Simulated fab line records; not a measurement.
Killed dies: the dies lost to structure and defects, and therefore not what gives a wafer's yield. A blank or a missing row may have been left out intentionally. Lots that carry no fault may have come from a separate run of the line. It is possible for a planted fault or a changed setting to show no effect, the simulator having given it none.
A struck lot beside a sound one	flow rit_cmos	17 steps out of a route of 202
Sound: wafers L705.3, L705.4, L705.5. The struck wafers were L711.1, L711.2, L711.4. At the end, the cause is stated.
Each step with rows lists, per side, the tool, then ch with its chambers, then its first start. Under that, the readings that differ: sound wafers	struck wafers	difference of the means	sigmas: that difference in standard deviations of wafers without a fault.
alike: same words and numbers on both sides, and readings whose means sit less than 2 such deviations apart. not compared: any withheld reading, any reading some wafer has no value for, any bound like >300 that may hide the same value, and any number with overlapping values for which the record gives no deviation.
The two part at a step that has a row with sigmas, a row that says differs or no value, or rows on one side only. Non-overlapping numbers with no deviation appear without sigmas and do not part them. A reading that every wafer of one side lacks parts them only if that side has two wafers or more.

RIT_PWELL_TW_MEAS_10:
  sound on film_metro-03 at day 2 20:39; struck on film_metro-03 at day 4 04:09
  alike: PWELL_TW
then, 1 step without rows for these wafers: RIT_WELLDRIVE_ANNEAL_00 (time 14700 s).
RIT_WELLDRIVE_RS_MEAS_01: uses a four-point probe to measure.
  sound on film_metro-03 at day 3 02:43; struck on film_metro-01 at day 4 09:17
  alike: NWELL_RS
RIT_WELLDRIVE_RS_MEAS_02: uses a four-point probe to measure.
  sound on film_metro-03 at day 3 02:50; struck on film_metro-01 at day 4 09:25
  alike: PWELL_RS
then, 6 steps without rows for these wafers: RIT_NRETRO_HMDS_00 (prime time 60 s); RIT_NRETRO_COAT_01 (resist thk 1300 nm); RIT_NRETRO_SOFTBAKE_02 (time 60 s); RIT_NRETRO_EXPOSE_03 (exposes mask M4, target cd 43900 nm); RIT_NRETRO_PEB_04; RIT_NRETRO_DEVELOP_05 (develop time 68 s).
RIT_NRETRO_OVL_MEAS_06:
  sound on overlay-02 at day 3 03:49; struck on overlay-01 at day 4 10:25
  alike: NRETRO_OVL
then, 1 step without rows for these wafers: RIT_NRETRO_HARDBAKE_07 (time 120 s).
RIT_NRETRO_IMPLANT_08:
  sound on implanter-01 ch 0, day 3 04:08; struck on implanter-01 ch 0, day 4 11:01
  alike: beam_on_s, faraday_current_uA
RIT_NRETRO_STRIP_09: strips in O2, time 180 s.
  sound on plasma_asher-04 ch 0,1, day 3 04:17; struck on plasma_asher-04 ch 0,1, day 4 11:10
  alike: chamber_pressure_mTorr, drypump_motor_current_A, o2_flow_sccm
  not compared: rf_hours_counter_h
RIT_NRETRO_TW_MEAS_10:
  sound on film_metro-01 at day 3 04:26; struck on film_metro-02 at day 4 11:20
reading	sound	struck	difference	sigmas
NRETRO_TW	1052 1056 1053	1322 1336 1327	+275	+43
then, 1 step without rows for these wafers: RIT_PRETRO_HMDS_00 (prime time 60 s).
RIT_M1_PROBE_99:
  sound on prober-01 at day 4 09:09; struck on prober-01 at day 5 15:27
  alike: killed_at_front_end, killed_dies, killed_on_rim, killed_open, killed_short

== WHERE THEY PART ==
RIT_NRETRO_TW_MEAS_10 only, going by this record. Later steps at which nothing parts them and some readings are alike: RIT_M1_PROBE_99.

WHY: the cause the simulator had injected
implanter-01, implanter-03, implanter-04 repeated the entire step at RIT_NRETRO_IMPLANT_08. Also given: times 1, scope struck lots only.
